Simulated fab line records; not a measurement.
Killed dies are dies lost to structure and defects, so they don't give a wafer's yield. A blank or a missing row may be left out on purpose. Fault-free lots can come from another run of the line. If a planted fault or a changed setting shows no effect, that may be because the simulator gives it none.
Split-lot experiment ; flow rit cmos ; 5 lots, 23 wafers read, on a route of 202 steps

## ABOUT THE SPLIT
At RIT_ACTIVE_OXIDATION_01 (target thk 46.8 nm, ox time 3360 s), the setting temp c was moved away from the recipe's 1000 C on 15 of the 23 wafers read, by -2.8% to +1.7%. This setting was run at the recipe's value on the other wafers.

There is no step in the file separating the split from the reading.

## THE READING
ACTIVE_OXIDE_THK in nanometres, read at RIT_ACTIVE_THK_MEAS_02. A value of 47.2 nm with a standard deviation of 1 nm is what fault-free wafers of this fab line usually give.

wafer;tool, chamber at the split;temp c as run, C;against the recipe;ACTIVE_OXIDE_THK, nm;against lot-mates on the recipe
L074.1;furnace-01, 0;1000;recipe;46.8;-
L074.2;furnace-01, 0;1000;recipe;46.8;-
L074.4;furnace-01, 0;1000;recipe;47.3;-
L076.1;-, -;1012;+1.2%;50.9;no lot-mate on the recipe
L076.2;-, -;1012;+1.2%;51.2;no lot-mate on the recipe
L076.3;-, -;1012;+1.2%;51.3;no lot-mate on the recipe
L076.5;-, -;1012;+1.2%;50.6;no lot-mate on the recipe
L076.6;-, -;1012;+1.2%;50.4;no lot-mate on the recipe
L080.1;-, -;1000;recipe;48.0;-
L080.2;-, -;1000;recipe;47.7;-
L080.3;-, -;1000;recipe;48.5;-
L080.4;-, -;1000;recipe;48.8;-
L080.6;-, -;1000;recipe;48.4;-
L082.1;-, -;1017;+1.7%;56.0;no lot-mate on the recipe
L082.3;-, -;1017;+1.7%;55.4;no lot-mate on the recipe
L082.4;-, -;1017;+1.7%;55.7;no lot-mate on the recipe
L082.5;-, -;1017;+1.7%;56.3;no lot-mate on the recipe
L082.6;-, -;1017;+1.7%;55.8;no lot-mate on the recipe
L084.1;-, -;972.1;-2.8%;38.1;no lot-mate on the recipe
L084.3;-, -;972.1;-2.8%;38.0;no lot-mate on the recipe
L084.4;-, -;972.1;-2.8%;38.2;no lot-mate on the recipe
L084.5;-, -;972.1;-2.8%;38.6;no lot-mate on the recipe
L084.6;-, -;972.1;-2.8%;37.4;no lot-mate on the recipe

THE FIT
A straight line over all 23 wafers: ACTIVE_OXIDE_THK changes by +3.67 nm for each +1% of temp c; r = +0.98; the points scatter about the line by 1.2 nm.
Too few moved wafers have a lot-mate on the recipe to fit a line with each lot's own level taken away.

## THE WHOLE CHAIN: every reading that the file lists as answering this split, in the file's order
step;what it does;reading;change (the file's fit);r (the file's)
RIT_ACTIVE_OXIDATION_01;target thk 46.8 nm, ox time 3360 s;SiO2_of_ACTIVE_OXIDATION_01.thk nm (the simulator's own value, which no gauge read);+3.66 nm for each +1% of the setting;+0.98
RIT_ACTIVE_THK_MEAS_02;;ACTIVE_OXIDE_THK;+3.67 for each +1% of the setting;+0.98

## THE FILE'S OWN FIT
ACTIVE_OXIDE_THK changes by +3.67 nm for each +1% of temp c, r = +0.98.
